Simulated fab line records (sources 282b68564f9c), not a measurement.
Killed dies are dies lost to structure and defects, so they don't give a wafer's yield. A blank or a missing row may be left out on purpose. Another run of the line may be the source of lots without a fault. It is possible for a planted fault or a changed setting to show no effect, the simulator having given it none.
What tool caused it? :: flow ritCmos :: 7 lots, 21 wafers sampled, at 2 steps of a route of 202

== WHAT THE GAUGES SHOWED, per wafer ==
RIT_CONTACT_THK_MEAS_01.
lot: L717
measured: day 3 13:42
on: filmMetro-03
CONTACT_TEOS_THK (nm): 387 398 400

lot: L719
measured: day 4 01:36
on: filmMetro-03
CONTACT_TEOS_THK (nm): 395 395 403

lot: L722
measured: day 4 14:23
on: filmMetro-03
CONTACT_TEOS_THK (nm): 397 401 406

lot: L728
measured: day 5 18:53
on: filmMetro-03
CONTACT_TEOS_THK (nm): 392 565 401

lot: L732
measured: day 6 13:04
on: filmMetro-03
CONTACT_TEOS_THK (nm): 392 396 403

lot: L735
measured: day 7 07:02
on: filmMetro-03
CONTACT_TEOS_THK (nm): 391 386 400

lot: L739
measured: day 7 23:58
on: filmMetro-02
CONTACT_TEOS_THK (nm): 398 402 399

== EACH LOT AND THE TOOL THAT RAN IT (in order: tool; ch and the chambers of the sampled wafers; start) ==
lot: L717
RIT_CONTACT_CVD_00: pecvd-02 ch 0,1, day 3 13:38

lot: L719
RIT_CONTACT_CVD_00: pecvd-04 ch 1,2, day 4 01:33

lot: L722
RIT_CONTACT_CVD_00: pecvd-04 ch 0,2, day 4 14:19

lot: L728
RIT_CONTACT_CVD_00: pecvd-04 ch 0,1,2, day 5 18:50

lot: L732
RIT_CONTACT_CVD_00: pecvd-02 ch 0,1, day 6 13:01

lot: L735
RIT_CONTACT_CVD_00: pecvd-02 ch 0,2, day 7 06:59

lot: L739
RIT_CONTACT_CVD_00: pecvd-03 ch 0,1,2, day 7 23:55
- RIT_CONTACT_CVD_00: deposits SiO2 from TEOS, target thk 400 nm, time 61 s.

== THE ANSWER, worked out from the rows above alone ==
Rule: the usual values come from the lots themselves. Put in order of their means at a reading, lots are off if they are a third of the lots or fewer, leave a main group of 4 or more, and stand apart from it by a gap of 3 or more times the standard deviation of the main group's means; of several such gaps the widest counts. A main group whose means are all the same, to the digits that the tables above print for the reading, isn't used. A lot without any number at a reading at which 4 lots or more have one is off too. Where the step has rows for the other lots, those lots are counted as sound.
Off: L728, seen at RIT_CONTACT_THK_MEAS_01 (CONTACT_TEOS_THK). The main group has a mean of 397 nm with a standard deviation of 2.9.
If a tool, at a process step before that reading, ran all the lots that are off and no sound lot after the first of them, it fits. The gauges at RIT_CONTACT_THK_MEAS_01 are tried like those tools. One fits: RIT_CONTACT_CVD_00 on pecvd-04. A fault onset in the window from L722 (day 4 14:19, its last sound lot) to L728 (day 5 18:50, its first lot off) fits.

== WHAT HAD BEEN PUT IN BY THE SIMULATOR ==
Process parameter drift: pecvd-04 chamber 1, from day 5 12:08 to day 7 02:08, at RIT_CONTACT_CVD_00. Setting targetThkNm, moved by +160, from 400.
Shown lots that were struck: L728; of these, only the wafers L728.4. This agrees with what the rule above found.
